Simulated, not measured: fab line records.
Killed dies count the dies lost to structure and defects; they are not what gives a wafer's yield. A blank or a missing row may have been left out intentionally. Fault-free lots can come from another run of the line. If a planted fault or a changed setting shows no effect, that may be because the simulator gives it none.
A lot that was struck, set against a sound lot :: flow rit cmos :: 18 steps out of a route of 202
Sound: these wafers, L485.1, L485.3, L485.4. Wafers struck: L499.2, L499.4, L499.5. The cause is named last.
For every step that has rows: the tool of each side, followed by ch and its chambers, followed by its first start. Under that, the readings that differ: sound wafers :: struck wafers :: difference of the means :: sigmas: that difference in standard deviations of wafers without a fault.
alike: words and numbers the same on both sides, and readings whose means are apart by under 2 such deviations; not compared: readings that were withheld, readings missing a value for some wafer, numbers with overlapping values and no deviation given by the record, and bounds like >300 which may hide the same value.
The two part at a step that has a row with sigmas, a row that says differs or no value, or rows on one side only. Numbers that don't overlap but have no deviation are shown without sigmas and don't part them. Lack of a reading on every wafer of one side parts them only where that side has two or more wafers.

RIT_M1_SPUTTER_00: material Al, target thk 400 nm, time 500 s.
  struck on pvd sputter-04, day 8 17:12; sound on pvd sputter-04, day 4 20:31
  alike: throttle valve pct
RIT_M1_RS_MEAS_01: measurement is done with a four-point probe.
  struck on film metro-04, day 8 17:31; sound on film metro-01, day 4 20:49
  alike: M1_AL_RS
RIT_M1_THK_MEAS_02: measures by xrf.
  struck on film metro-04, day 8 17:37; sound on film metro-01, day 4 20:56
  alike: M1_AL_THK
then, 6 steps without rows for these wafers: RIT_M1_HMDS_03 (prime time 60 s); RIT_M1_COAT_04 (resist thk 1300 nm); RIT_M1_SOFTBAKE_05 (time 60 s); RIT_M1_EXPOSE_06 (exposes mask M12, target cd 2600 nm); RIT_M1_PEB_07; RIT_M1_DEVELOP_08 (develop time 68 s).
RIT_M1_CD_MEAS_09: the cd target is 2600 nm.
  struck on cd sem-02, day 8 18:42; sound on cd sem-02, day 4 22:06
  alike: cd nm
RIT_M1_OVL_MEAS_10:
  struck on overlay-01, day 8 18:48; sound on overlay-02, day 4 22:13
  alike: M1_OVL
then, 1 step without rows for these wafers: RIT_M1_HARDBAKE_11 (time 120 s).
RIT_M1_METAL_ETCH_12: etches Al in Cl2/BCl3, stops on SiO2, time 165 s, target depth 600 nm.
  sound on rie metal-01 ch 0,1, day 4 22:31; struck on rie metal-01 ch 0,1, day 8 19:05
reading: oes product au (a.u.)
sound: 0.774 0.782 0.768
struck: 0.632 0.631 0.635
difference: -0.142
sigmas: -18

reading: over etch frac
sound: 0.5 0.5 0.5
struck: 1.25 1.25 1.25
difference: +0.75
sigmas: 

reading: model.NOVOLAK_of_M1_COAT_04.thk nm (nm)
sound: 806.2 805.9 811.7
struck: 640.3 637.9 646.7
difference: -166.3
sigmas: 

reading: model.M1.feature depth nm (nm)
sound: 432 428.2 427
struck: 454.9 454.2 457.8
difference: +26.6
sigmas: 

reading: model.SiO2_of_CONTACT_CVD_00.thk nm (nm)
sound: 359.3 361.3 359.5
struck: 341.7 351.1 341.5
difference: -15.3
sigmas: 
  alike: drypump motor current A, throttle valve pct
  not compared: rf hours counter h
then, 1 step without rows for these wafers: RIT_M1_STRIP_13 (strips in nmp, time 600 s).
RIT_M1_STRIP_14: strips in O2, time 180 s.
  sound on plasma asher-04 ch 0,1, day 4 22:51; struck on plasma asher-04 ch 0, day 8 19:25
  alike: drypump motor current A, rf refl power W
  not compared: rf hours counter h
RIT_M1_CD_MEAS_90: the cd target is 2600 nm.
  struck on cd sem-02, day 8 19:37; sound on cd sem-02, day 4 23:01
reading: cd nm (nm)
sound: 2598.3 2598.2 2597.5
struck: 2584.7 2584.6 2585.9
difference: -12.9
sigmas: -5
then, 1 step without rows for these wafers: RIT_M1_ANNEAL_15 (time 1800 s).
RIT_M1_PROBE_99:
  struck on prober-01, day 8 21:23; sound on prober-01, day 5 00:46
reading: model.etest.antenna m1.vt shift v (V)
sound: -0.008695 -0.01332 -0.01074
struck: -0.02595 -0.02866 -0.02581
difference: -0.01589
sigmas: 
  alike: defect limited yield, killed at contacts, killed at front end, killed dies, killed open, killed short, sort_bin_3_pad_short, sort_bin_5_function, sort_bin_6_memory, sort n pass, sort yield pct
  not compared: model.etest.antenna m1.gate log10 a cm2

## WHERE THEY PART
First at RIT_M1_METAL_ETCH_12; last, within this record, at RIT_M1_CD_MEAS_90. Later steps at which nothing parts them and some readings are alike: RIT_M1_PROBE_99.

WHY: the cause the simulator had injected
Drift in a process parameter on rie metal-01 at RIT_M1_METAL_ETCH_12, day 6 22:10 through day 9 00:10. Setting over etch frac shifted by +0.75 from 0.5.
